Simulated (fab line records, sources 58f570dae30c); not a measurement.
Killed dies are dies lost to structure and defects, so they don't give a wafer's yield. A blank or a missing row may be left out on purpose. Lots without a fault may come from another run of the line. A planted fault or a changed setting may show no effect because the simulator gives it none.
One fault seen from 2 desks | flow berkeley_cmos170 | each desk has only its own numbers; what lay behind them comes last

THE METROLOGY DESK
What the gauges read, lot by lot, whatever tool the lot ran on: means of the sampled wafers that have a number. A lot is out of limits, marked OUT, if its mean lies more than 4 standard deviations from the usual mean; the brackets give that distance.
Columns: A = GATE_POLY_THK at UCB170_GATE_THK_MEAS_05, usual 213.1 nm; B = NLDD_RS at UCB170_SDANNEAL_RS_MEAS_05, usual 616.5 ohm/sq
lot  | first seen here | A     | B
L217 | day 7 11:30     | 210.4 | 618.0
L222 | day 8 00:38     | 214.5 | 619.1
L220 | day 8 00:41     | 213.9 | 614.8
L223 | day 8 15:50     | 210.9 | 614.9
L225 | day 8 23:24     | 216.1 | 616.7
L226 | day 8 23:24     | 217.6 | 614.5
L227 | day 9 10:08     | 214.5 | 616.3
L228 | day 9 19:59     | 214.6 | 619.5
L232 | day 10 08:34    | 214.2 | 614.5
L231 | day 10 08:34    | 211.2 | 618.1
L236 | day 11 13:28    | 213.7 | 617.6
L237 | day 11 13:28    | 211.9 | 630.2 (+8.1) OUT
L238 | day 11 13:28    | 210.6 | 614.8
L239 | day 11 17:03    | 213.6 | 627.6 (+6.5) OUT
L240 | day 11 17:04    | 214.9 | 626.8 (+6.1) OUT
This desk's finding: out of limits on L237, L239, L240; first on L239, day 12 11:18 (NLDD_RS at UCB170_SDANNEAL_RS_MEAS_05). In limits: L217, L222, L220, L223, L225, L226, L227, L228, L232, L231, L236, L238.

THE TOOL OWNER'S DESK: implanter-01
The tool's own readings at UCB170_NLDD_IMPLANT_09: means of the sampled wafers that have a number, for each lot that ran on this tool. A lot is out of limits, marked OUT, if its mean lies more than 4 standard deviations from the usual mean; the brackets give that distance.
Columns: A = beam_energy_keV at UCB170_NLDD_IMPLANT_09, usual 30.001
lot  | first seen here | A
L220 | day 8 06:42     | 30.008
L226 | day 9 05:59     | 30.005
L227 | day 9 15:42     | 29.982
L232 | day 10 14:42    | 29.997
L238 | day 11 20:32    | 30.001
L236 | day 11 21:35    | 29.996
L237 | day 11 21:53    | 30.008
L239 | day 11 23:35    | 29.996
L240 | day 12 00:11    | 30.005
This desk's finding: nothing out of limits on any of the 9 lots.

PUT TOGETHER
The metrology desk could have raised an alarm at day 12 11:18, on L237, L239, L240.
The tool owner's desk saw nothing out of limits.
The tool owner's desk has L237, L239, L240 on record, within its limits.
Of the lots named, all ran UCB170_NLDD_IMPLANT_09 on implanter-01.

WHAT THE SIMULATOR HAD PUT IN
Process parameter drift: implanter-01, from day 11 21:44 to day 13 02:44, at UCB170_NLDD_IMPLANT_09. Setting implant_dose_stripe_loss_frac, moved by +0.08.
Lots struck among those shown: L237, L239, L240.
Hours from the fault's start to each desk's first reading out of limits: the metrology desk, 14.
